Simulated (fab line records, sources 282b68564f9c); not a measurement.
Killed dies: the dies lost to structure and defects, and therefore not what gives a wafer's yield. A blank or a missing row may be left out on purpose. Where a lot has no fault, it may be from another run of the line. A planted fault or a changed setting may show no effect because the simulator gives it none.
The tool behind it: which one?	flow ritCmos	Sampling: 6 lots, 18 wafers, 2 of 202 route steps

## WHAT THE GAUGES SHOWED, per wafer
RIT_PLDD_OVL_MEAS_06.
lot	measured	on	PLDD_OVL (nm)
L233	day 3 09:31	overlay-02	-1.1 -0.8 -2.1
L235	day 3 22:01	overlay-01	-4.1 -0.5 -1.6
L237	day 4 07:23	overlay-01	-0.8 -0.8 -0.7
L242	day 5 10:22	overlay-02	-0.2 -0.3 -1.2
L246	day 6 04:07	overlay-02	-0.4 -2.8 -0.5
L251	day 7 05:26	overlay-02	0.1 1.5 -1.8

## WHICH TOOL RAN EACH LOT (tool, then ch and the chambers of the sampled wafers, then the start)
lot	RIT_PLDD_EXPOSE_03
L233	ilineStepper-02 ch 0, day 3 08:59
L235	ilineStepper-01 ch 0, day 3 21:37
L237	ilineStepper-02 ch 0, day 4 06:59
L242	ilineStepper-01 ch 0, day 5 09:58
L246	ilineStepper-01 ch 0, day 6 03:43
L251	ilineStepper-01 ch 0, day 7 05:04
- RIT_PLDD_EXPOSE_03: exposes mask M8, target cd 40900 nm.

## THE ANSWER, worked out from the rows above alone
Rule: usual is defined by the lots themselves. The widest of any qualifying gaps counts: lots, ordered by their means at a reading, are off when they make up no more than a third of the lots, leave a main group of 4 or more, and stand apart from it by 3 or more times the standard deviation of that group's means. Not used: any main group whose means are identical at the precision the tables above print for the reading. A lot without any number at a reading at which 4 lots or more have one is off too. Any other lot the step has rows for is counted as sound.
Across all readings shown, no lot is off: no conclusion can be drawn from this.

## WHAT HAD BEEN PUT IN BY THE SIMULATOR
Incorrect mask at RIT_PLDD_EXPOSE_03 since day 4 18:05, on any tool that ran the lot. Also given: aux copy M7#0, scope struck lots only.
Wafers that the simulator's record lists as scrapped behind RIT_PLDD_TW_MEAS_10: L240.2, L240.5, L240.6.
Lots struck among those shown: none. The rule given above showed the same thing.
